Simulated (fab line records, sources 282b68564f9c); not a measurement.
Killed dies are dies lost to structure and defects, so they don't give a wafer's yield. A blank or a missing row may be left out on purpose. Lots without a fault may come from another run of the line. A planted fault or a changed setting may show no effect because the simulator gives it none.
One fault seen from 2 desks | flow rit_cmos | each desk has only its own numbers; what lay behind them comes last

THE TOOL OWNER'S DESK: iline_stepper-01
The tool's own readings at RIT_NLDD_EXPOSE_03 (exposes mask M7, target cd 40700 nm): means of the sampled wafers that have a number, for each lot that ran on this tool. A lot is out of limits, marked OUT, if its mean lies more than 4 standard deviations from the usual mean; the brackets give that distance.
Columns: A = focus_offset_nm at RIT_NLDD_EXPOSE_03, usual 0.0 nm
lot  | first seen here | A
L773 | day 3 20:00     | 0.4
L777 | day 4 05:47     | -0.3
L781 | day 4 20:17     | 0.3
L783 | day 5 06:23     | -0.1
L784 | day 5 11:11     | -0.1
This desk's finding: nothing out of limits on any of the 5 lots.

THE METROLOGY DESK
What the gauges read, lot by lot, whatever tool the lot ran on: means of the sampled wafers that have a number. A lot is out of limits, marked OUT, if its mean lies more than 4 standard deviations from the usual mean; the brackets give that distance.
Columns: A = PWELL_OVL at RIT_PWELL_OVL_MEAS_06, usual -0.3 nm; B = NLDD_OVL at RIT_NLDD_OVL_MEAS_06, usual -0.2 nm; C = PLDD_OVL at RIT_PLDD_OVL_MEAS_06, usual 0.0 nm
lot  | first seen here | A    | B                        | C
L772 | day 2 07:59     | -0.1 | -0.3                     | -0.5
L773 | day 2 15:13     | -0.8 | -0.4                     | 1.4
L775 | day 3 00:55     | 0.3  | 0.0                      | -1.2
L777 | day 3 07:14     | 1.1  | 0.5                      | -0.0
L776 | day 3 07:40     | 1.3  | -0.3                     | -0.6
L780 | day 3 20:11     | -0.4 | 0.0                      | 0.7
L781 | day 3 22:34     | -1.4 | -299.3 (-99 or more) OUT | 1.7
L782 | day 4 01:08     | -0.5 | 1.3                      | 0.3
L783 | day 4 10:41     | -0.4 | -301.1 (-99 or more) OUT | 1.1
L784 | day 4 13:31     | -0.8 | -301.1 (-99 or more) OUT | 0.3
L786 | day 4 22:47     | -0.8 | 0.5                      | -1.7
L789 | day 5 12:24     | -0.6 | 0.2                      | 0.9
L793 | day 6 14:43     | 1.1  | 0.4                      | 0.0
L794 | day 6 16:05     | -1.6 | 0.1                      | -0.6
L795 | day 6 19:55     | 0.6  | 0.1                      | 1.3
This desk's finding: out of limits on L781, L783, L784; first on L781, day 4 20:40 (NLDD_OVL at RIT_NLDD_OVL_MEAS_06). In limits: L772, L773, L775, L777, L776, L780, L782, L786, L789, L793, L794, L795.

PUT TOGETHER
The metrology desk could have raised an alarm at day 4 20:40, on L781, L783, L784.
The tool owner's desk saw nothing out of limits.
The tool owner's desk has L781, L783, L784 on record, within its limits.
Of the lots named, all ran RIT_NLDD_EXPOSE_03 on iline_stepper-01.

WHAT THE SIMULATOR HAD PUT IN
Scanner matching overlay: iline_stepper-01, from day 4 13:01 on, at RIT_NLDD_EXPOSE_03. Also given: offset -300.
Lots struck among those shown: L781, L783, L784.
Hours from the fault's start to each desk's first reading out of limits: the metrology desk, 8.
